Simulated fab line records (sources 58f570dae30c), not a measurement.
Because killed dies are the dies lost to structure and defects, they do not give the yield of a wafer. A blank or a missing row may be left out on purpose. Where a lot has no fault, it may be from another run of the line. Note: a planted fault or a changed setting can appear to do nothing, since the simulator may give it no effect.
fab line records ; flow berkeley_cmos170
record lots=7; wafers=21; last_day=13
route steps=331 shown GATE@136 PLDD@145
lots with no fault: from the same line, run without faults
start_h: hours from the record's opening day to when the first of the lot's shown wafers began ; wait_h: hours from the lot's prior step to this one ; " identical to the entry in the row above ; L1.1+2: several wafers, shown together as one row ; - no value present, or no start provided ; * or withheld: withheld ; < > ~ a bound
route shown NAME@n: names a module that has steps shown in the file, with the first one's number in the route ; usual: the fault-free wafers' mean and standard deviation ; same: alike in all rows ; chamber/n: place in a boat ; sites: readings site by site ; _std_site: their standard deviation ; _edge_site: the outer-site mean with the inner-site mean subtracted ; radius_mm: for every site, how far away it sits from the centre of the wafer ; mask NAME#n: copy n ; behind: tool/chamber where the wafer was last shaped ; hold: why the lot went on hold/how many hours it stayed there/how the hold came to an end ; device: whichever transistor did not switch (one of n, p or np) ; end of line: tests of these same wafers at the route's end ; a step without rows: its recipe alone ; killed: count of dies lost to structure and defects at first sort (not the wafer's yield) ; map: the dies of a wafer, with x for killed, . for not killed, _ for no die there
set.NAME: setting as actually run; set.NAME@STEP: the setting as run at that earlier step ; model.NAME: the simulator's own value behind a step, which no gauge read
lots at selected steps of the route; one table per step, one row per wafer
services: from which hour (start_h, from the record's first day; less than 0 if before it) a tool's chamber was out of use, for how many hours, and why
## steps
# step UCB170_GATE_PEB_10
# recipe peb_temp_c=130; peb_time_s=withheld; resist=KrF
# step UCB170_GATE_DEVELOP_11
# recipe developer=TMAH; develop_time_s=45; resist=KrF; dev_temp_c=21
# step UCB170_GATE_CD_MEAS_12
# recipe target_cd_nm=350
# usual cd_nm=349.9/1.5
lot.wafer;tool;chamber;start_h;wait_h;cd_nm
L956.1;cd_sem-01;-;169.90;-;349.9
L956.4;cd_sem-01;-;169.90;-;348.4
L956.5;cd_sem-01;-;169.90;-;350.1
L965.1;cd_sem-02;-;217.68;-;347.8
L965.3;cd_sem-02;-;217.68;-;347.7
L965.6;cd_sem-02;-;217.68;-;346.8
L968.1;cd_sem-02;-;233.42;-;351.5
L968.2;cd_sem-02;-;233.42;-;352.0
L968.6;cd_sem-02;-;233.42;-;350.8
L969.1;cd_sem-01;-;233.46;-;351.1
L969.5;cd_sem-01;-;233.46;-;350.4
L969.6;cd_sem-01;-;233.46;-;349.3
L976.1;cd_sem-02;-;260.67;-;350.9
L976.5;cd_sem-02;-;260.67;-;351.2
L976.6;cd_sem-02;-;260.67;-;350.6
L973.2;cd_sem-01;-;261.05;-;351.9
L973.4;cd_sem-01;-;261.05;-;350.1
L973.6;cd_sem-01;-;261.05;-;352.8
L977.3;cd_sem-01;-;279.44;-;349.7
L977.5;cd_sem-01;-;279.44;-;350.7
L977.6;cd_sem-01;-;279.44;-;350.5
# step UCB170_GATE_OVL_MEAS_13
# usual GATE_OVL=2/5.9
lot.wafer;tool;chamber;start_h;wait_h;GATE_OVL[nm]
L956.1;overlay-02;-;170.02;0.1;-5
L956.4;overlay-02;-;170.02;0.1;7
L956.5;overlay-02;-;170.02;0.1;1
L965.1;overlay-01;-;217.80;0.1;-13
L965.3;overlay-01;-;217.80;0.1;-7
L965.6;overlay-01;-;217.80;0.1;0
L968.1;overlay-02;-;233.54;0.1;6
L968.2;overlay-02;-;233.54;0.1;6
L968.6;overlay-02;-;233.54;0.1;9
L969.1;overlay-01;-;233.58;0.1;9
L969.5;overlay-01;-;233.58;0.1;8
L969.6;overlay-01;-;233.58;0.1;1
L976.1;overlay-02;-;260.79;0.1;12
L976.5;overlay-02;-;260.79;0.1;15
L976.6;overlay-02;-;260.79;0.1;4
L973.2;overlay-02;-;261.16;0.1;-1
L973.4;overlay-02;-;261.16;0.1;2
L973.6;overlay-02;-;261.16;0.1;4
L977.3;overlay-01;-;279.53;0.1;-1
L977.5;overlay-01;-;279.53;0.1;0
L977.6;overlay-01;-;279.53;0.1;9
# step UCB170_GATE_ETCH_14
# recipe chemistry=N2/H2; target_depth_a=withheld; overetch_a=withheld; target=BARC; time_s=withheld; source_w=500; bias_w=100; pressure_mtorr=30; n2_flow_sccm=100; h2_flow_sccm=200
# usual drypump_motor_current_A=5.8/0.35; oes_product_au=1.000/0.022; throttle_valve_pct=13.30/0.17
lot.wafer;tool;chamber;start_h;wait_h;drypump_motor_current_A;oes_product_au;throttle_valve_pct
L956.1;rie_diel-03;0;170.05;0.0;6.3;0.993;13.05
L956.4;rie_diel-03;0;170.05;0.0;6.2;0.986;13.07
L956.5;rie_diel-03;3;170.05;0.0;5.4;0.996;13.47
L965.1;rie_diel-04;0;217.84;0.0;5.5;1.059;13.08
L965.3;rie_diel-04;3;217.84;0.0;6.0;0.969;13.18
L965.6;rie_diel-04;1;217.84;0.0;6.5;1.020;13.35
L968.1;rie_diel-04;2;233.57;0.0;5.7;0.983;13.15
L968.2;rie_diel-04;0;233.57;0.0;5.5;1.063;13.10
L968.6;rie_diel-04;3;233.57;0.0;6.0;0.975;13.16
L969.1;rie_diel-02;2;233.62;0.0;5.6;1.014;13.14
L969.5;rie_diel-02;2;233.62;0.0;5.6;1.004;13.15
L969.6;rie_diel-02;1;233.62;0.0;5.8;0.996;13.54
L976.1;rie_diel-04;0;260.83;0.0;5.6;1.059;13.08
L976.5;rie_diel-04;3;260.83;0.0;6.0;0.963;13.19
L976.6;rie_diel-04;2;260.83;0.0;5.7;0.979;13.15
L973.2;rie_diel-02;2;261.19;0.0;5.6;1.014;13.16
L973.4;rie_diel-02;0;261.19;0.0;6.2;1.000;13.53
L973.6;rie_diel-02;0;261.19;0.0;6.2;1.006;13.52
L977.3;rie_diel-03;0;279.55;0.0;6.2;0.993;13.05
L977.5;rie_diel-03;3;279.55;0.0;5.4;1.005;13.46
L977.6;rie_diel-03;2;279.55;0.0;5.7;0.981;13.44
# step UCB170_GATE_ETCH_15
# recipe chemistry=HBr/Cl2; target=poly-Si; stop_on=SiO2; over_etch_frac=0.3; icp_w=300; bias_w=150; time_s=56.3; pressure_mtorr=15; HBr_flow_sccm=150; Cl2_flow_sccm=50; target_depth_a=2782
# usual drypump_motor_current_A=5.9/0.45; oes_product_au=0.829/0.016; throttle_valve_pct=26.39/0.18
lot.wafer;tool;chamber;start_h;wait_h;drypump_motor_current_A;oes_product_au;rf_hours_counter_h;throttle_valve_pct
L956.1;rie_si-02;3;170.10;-;6.3;0.822;27;26.47
L956.4;rie_si-02;0;170.10;-;5.9;0.843;0;26.58
L956.5;rie_si-02;1;170.10;-;6.8;0.809;-;26.32
L965.1;rie_si-02;0;217.88;-;5.9;0.844;0;26.59
L965.3;rie_si-02;1;217.88;-;6.8;0.813;28;26.31
L965.6;rie_si-02;0;217.88;-;5.9;0.844;-;26.57
L968.1;rie_si-01;1;233.62;-;5.3;0.809;0;26.39
L968.2;rie_si-01;2;233.62;-;6.0;0.859;47;26.73
L968.6;rie_si-01;2;233.62;-;6.0;0.849;-;26.73
L969.1;rie_si-02;0;233.66;-;5.9;0.833;0;26.58
L969.5;rie_si-02;1;233.66;-;6.8;0.806;-;26.31
L969.6;rie_si-02;2;233.66;-;5.5;0.837;-;26.14
L976.1;rie_si-02;1;260.87;-;6.8;0.799;28;26.30
L976.5;rie_si-02;2;260.87;-;5.5;0.842;-;26.15
L976.6;rie_si-02;3;260.87;-;6.2;0.837;-;26.49
L973.2;rie_si-02;2;261.23;-;5.5;0.851;1;26.15
L973.4;rie_si-02;3;261.23;-;6.2;0.832;27;26.47
L973.6;rie_si-02;3;261.23;-;6.2;0.843;-;26.46
L977.3;rie_si-01;2;279.59;-;6.0;0.846;47;26.73
L977.5;rie_si-01;3;279.59;-;5.6;0.806;-;26.26
L977.6;rie_si-01;0;279.59;-;5.7;0.833;-;26.26
# step UCB170_GATE_STRIP_16
# recipe chemistry=O2; power_w=400; pressure_mtorr=3500; platen_temp_c=withheld; o2_flow_sccm=400; overash_fraction=0.5
# usual drypump_motor_current_A=6.0/0.5; oes_product_au=0.724/0.0041
lot.wafer;tool;chamber;start_h;wait_h;drypump_motor_current_A;oes_product_au;rf_hours_counter_h
L956.1;plasma_asher-01;1;170.14;0.0;6.6;0.723;45
L956.4;plasma_asher-01;1;170.14;0.0;6.6;0.726;-
L956.5;plasma_asher-01;1;170.14;0.0;6.6;0.724;-
L965.1;plasma_asher-02;1;217.93;0.0;5.2;0.725;43
L965.3;plasma_asher-02;0;217.93;0.0;6.4;0.718;-
L965.6;plasma_asher-02;0;217.93;0.0;6.4;0.729;-
L968.1;plasma_asher-04;0;233.66;0.0;5.9;0.722;11
L968.2;plasma_asher-04;1;233.66;0.0;5.9;0.729;11
L968.6;plasma_asher-04;1;233.66;0.0;5.8;0.722;-
L969.1;plasma_asher-01;0;233.71;0.0;6.5;0.727;51
L969.5;plasma_asher-01;1;233.71;0.0;6.6;0.720;-
L969.6;plasma_asher-01;0;233.71;0.0;6.5;0.729;-
L976.1;plasma_asher-02;1;260.92;0.0;5.2;0.727;48
L976.5;plasma_asher-02;0;260.92;0.0;6.5;0.725;-
L976.6;plasma_asher-02;1;260.92;0.0;5.2;0.723;-
L973.2;plasma_asher-02;1;261.28;0.0;5.2;0.730;48
L973.4;plasma_asher-02;1;261.28;0.0;5.2;0.725;-
L973.6;plasma_asher-02;0;261.28;0.0;6.4;0.724;-
L977.3;plasma_asher-01;0;279.68;0.1;6.5;0.717;-
L977.5;plasma_asher-01;0;279.68;0.1;6.5;0.724;-
L977.6;plasma_asher-01;1;279.68;0.1;6.6;0.729;-
# step UCB170_GATE_CD_MEAS_90
# recipe target_cd_nm=350
# usual cd_nm=350.0/1.5
lot.wafer;tool;chamber;start_h;wait_h;cd_nm
L956.1;cd_sem-02;-;170.24;0.1;350.4
L956.4;cd_sem-02;-;170.24;0.1;349.0
L956.5;cd_sem-02;-;170.24;0.1;350.1
L965.1;cd_sem-02;-;218.03;0.1;348.9
L965.3;cd_sem-02;-;218.03;0.1;348.1
L965.6;cd_sem-02;-;218.03;0.1;346.8
L968.1;cd_sem-02;-;233.78;0.1;351.5
L968.2;cd_sem-02;-;233.78;0.1;352.0
L968.6;cd_sem-02;-;233.78;0.1;350.9
L969.1;cd_sem-01;-;233.82;0.1;351.1
L969.5;cd_sem-01;-;233.82;0.1;350.2
L969.6;cd_sem-01;-;233.82;0.1;349.5
L976.1;cd_sem-02;-;261.02;0.1;351.1
L976.5;cd_sem-02;-;261.02;0.1;351.1
L976.6;cd_sem-02;-;261.02;0.1;350.2
L973.2;cd_sem-02;-;261.40;0.1;352.2
L973.4;cd_sem-02;-;261.40;0.1;351.1
L973.6;cd_sem-02;-;261.40;0.1;352.5
L977.3;cd_sem-01;-;279.78;0.1;350.2
L977.5;cd_sem-01;-;279.78;0.1;351.3
L977.6;cd_sem-01;-;279.78;0.1;351.5
# step UCB170_GATE_CLEAN_17
# recipe chemistry=SPM; temp_c=120; time_s=600
# step UCB170_PLDD_HMDS_00
# recipe prime_time_s=60; prime_temp_c=100
# step UCB170_PLDD_COAT_01
# recipe resist=KrF; spin_rpm=1500; resist_thk_nm=886.4
# step UCB170_PLDD_SOFTBAKE_02
# recipe resist=KrF; temp_c=130; time_s=60
# step UCB170_PLDD_EXPOSE_03
# recipe mask_id=PSELECT; na=0.5; sigma_outer=0.6; source_shape=conventional; target_cd_nm=1200; dose_mj=30
# usual exposure_dose_mJ_cm2=29.90/0.079; focus_offset_nm=-0.1/0.6
lot.wafer;tool;chamber;start_h;wait_h;mask;exposure_dose_mJ_cm2;focus_offset_nm
L956.1;krf_scanner-01;0;171.11;0.2;PSELECT#0;29.92;0.5
L956.4;krf_scanner-01;0;171.11;0.2;PSELECT#0;29.86;-0.1
L956.5;krf_scanner-01;0;171.11;0.2;PSELECT#0;29.88;-0.1
L965.1;krf_scanner-01;-;218.90;0.2;PSELECT#0;-;-
L965.3;krf_scanner-01;-;218.90;0.2;PSELECT#0;-;-
L965.6;krf_scanner-01;-;218.90;0.2;PSELECT#0;-;-
L968.1;krf_scanner-01;-;234.67;0.1;PSELECT#0;-;-
L968.2;krf_scanner-01;-;234.67;0.1;PSELECT#0;-;-
L968.6;krf_scanner-01;-;234.67;0.1;PSELECT#0;-;-
L969.1;krf_scanner-01;-;234.78;0.1;PSELECT#0;-;-
L969.5;krf_scanner-01;-;234.78;0.1;PSELECT#0;-;-
L969.6;krf_scanner-01;-;234.78;0.1;PSELECT#0;-;-
L976.1;krf_scanner-01;0;263.76;0.1;PSELECT#0;29.88;-0.5
L976.5;krf_scanner-01;0;263.76;0.1;PSELECT#0;29.89;-0.8
L976.6;krf_scanner-01;0;263.76;0.1;PSELECT#0;29.91;-0.1
L973.2;krf_scanner-02;0;264.40;0.3;PSELECT#0;30.27;0.0
L973.4;krf_scanner-02;0;264.40;0.3;PSELECT#0;30.27;0.1
L973.6;krf_scanner-02;0;264.40;0.3;PSELECT#0;30.26;-0.2
L977.3;krf_scanner-01;0;280.76;0.1;PSELECT#0;29.86;-1.6
L977.5;krf_scanner-01;0;280.76;0.1;PSELECT#0;29.90;-1.1
L977.6;krf_scanner-01;0;280.76;0.1;PSELECT#0;29.92;-0.1
# step UCB170_PLDD_PEB_04
# recipe peb_temp_c=130; peb_time_s=withheld; resist=KrF
## services
tool;chamber;start_h;hours;kind
krf_scanner-02;-;146.74;0.8;pm
rie_diel-04;3;151.82;14.3;repair
rie_diel-03;2;157.23;14.8;repair
krf_scanner-01;-;159.35;0.8;pm
rie_diel-02;3;160.96;4.6;repair
krf_scanner-01;0;189.37;-;calibration
krf_scanner-01;-;192.26;1.3;repair
krf_scanner-02;-;197.38;1.3;pm
rie_si-02;3;201.43;2.8;repair
rie_diel-02;0;219.88;-;clean
rie_diel-02;0;219.88;15.2;scheduled_down
rie_diel-02;0;219.88;15.2;vent_cycle
krf_scanner-02;-;230.38;0.1;repair
krf_scanner-01;-;233.61;0.3;repair
rie_diel-04;2;253.66;5.6;repair
krf_scanner-02;-;261.75;-;calibration
rie_diel-04;0;265.09;16.5;repair
## key
first_sign step=UCB170_PLDD_EXPOSE_03; reading=tool_record; direction=missing
effect none on later readings
met_at UCB170_PLDD_EXPOSE_03
struck_wafers L965.1,L965.3,L965.6,L968.1,L968.2,L968.6,L969.1,L969.5,L969.6
sort_left_out L965.1,L965.3,L965.6,L968.1,L968.2,L968.6,L969.1,L969.5,L969.6
tester_left_out L965,L968,L969
onset_between 171.11 218.90
fault kind=skipped_step_whole; tool=krf_scanner-01; chamber=-; onset_h=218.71; steps=UCB170_PLDD_EXPOSE_03; scope=struck_lots_only
# tester_left_out: of these lots the tester's yield and bins aren't shown, on N5 and GAA mostly nor the transistor test; their killed dies are dies lost to structure and defects alone, not to doping, threshold or leakage, so they don't give the yield
# sort_left_out: the simulated sort isn't trusted on such a fault, so these wafers' sort isn't shown, and their yield isn't known
